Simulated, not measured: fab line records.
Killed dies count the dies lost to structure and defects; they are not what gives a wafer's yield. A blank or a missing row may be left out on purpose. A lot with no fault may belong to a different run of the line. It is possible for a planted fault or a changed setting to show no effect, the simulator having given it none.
8D (eight disciplines) problem report, filled in by code / flow berkeley cmos170 / the parts of the form that need people (team, actions taken, sign-off) are left out

== 1. THE ISSUE ==
Wafers free of any fault read 1992 nm (standard deviation 23) for V1_TEOS_THK at UCB170_V1_THK_MEAS_01, against a mean of 2147 nm on 6 wafers of 2 lots. That puts it +6.7 standard deviations away from the usual mean.
The first sign was on wafer L948.1 at day 11 01:26, on film metro-01. Wafers with a number at this step in the record: 42, from 14 lots. By rule, "out" or "out of limits" means more than 4 standard deviations away from the usual mean. Any other wafer with a number is counted as sound.

== 2. WHAT THIS IS AND IS NOT ==
question=which readings at this step | is=V1_TEOS_THK | is not=-
question=which lots | is=L948, L950 | is not=L936, L937, L938, L939, L940, L941, L943, L944, L946, L957, L958, L959
question=which wafers of those lots | is=all that have a number | is not=-
question=read on which gauges | is=film metro-01, film metro-04 | is not=film metro-02
question=when | is=from day 11 01:26 | is not=up to then (27 sound wafers); but 9 sound wafers of L957, L958, L959 came after

== 3. WHAT RULES OUT EACH SUSPECT ==
Counting: any tool at a process step up to the reading is kept as a suspect provided that every lot that is out went through it and no sound lot did after the first of them.
- the gauge at UCB170_V1_THK_MEAS_01: ruled out. 2 gauges (film metro-01, film metro-04) read the wafers that are out.
- pecvd-01 at UCB170_V1_CVD_00 (deposits SiO2 from TEOS/O2, target thk 2000 nm, time 250 s): kept. It processed each lot that is out, first L948 at day 11 01:13, and no sound lot thereafter; up to then, the last sound lot it processed was L943 at day 9 18:14. Out on those wafers are its own readings of run length s.
After counting, what remains is pecvd-01 at UCB170_V1_CVD_00.

== 4. THE CAUSE (what the simulator had put in) ==
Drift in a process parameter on pecvd-01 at UCB170_V1_CVD_00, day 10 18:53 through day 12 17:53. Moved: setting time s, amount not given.
After counting, this tool was the only one left.

== 5. SEQUENCE OF EFFECTS, ordered by route ==
Each row: a reading where the mean over the struck wafers with a number is more than 3 standard deviations away from the usual. Only readings whose record carries a usual standard deviation are examined. hours: median over the lots of the time between each lot's start at the first step of this table that gives one and its start at this step. sigmas: the change, counted in usual standard deviations.
hours=0; step=UCB170_V1_CVD_00; reading=run length s; usual=277.9 s; on struck wafers=299.8; change=+21.9; sigmas=+36
hours=0; step=UCB170_V1_THK_MEAS_01; reading=V1_TEOS_THK; usual=1992 nm; on struck wafers=2147; change=+155; sigmas=+6.7
Here are the process steps it includes:
- UCB170_V1_CVD_00: deposits SiO2 from TEOS/O2, target thk 2000 nm, time 250 s.
At these later measuring or inspecting steps, every struck wafer for which the step has a row has a number for every such reading, and none has moved that far: UCB170_V1_CD_MEAS_12, UCB170_M2_RS_MEAS_02.

== 6. HOW IT WOULD HAVE BEEN CAUGHT EARLIER ==
The first out-of-limits reading at a measuring or inspecting step in this record came at day 11 01:26, 7 hours after the fault's start at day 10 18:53.
Tool's own readings at UCB170_V1_CVD_00, run length s: out on all struck wafers the step has rows for; an alarm limit on them would have tripped on the first.
L950, from the lots that are out (2), started UCB170_V1_CVD_00 on pecvd-01 later than day 11 01:26. It would have been spared by a hold on the tool at that moment.
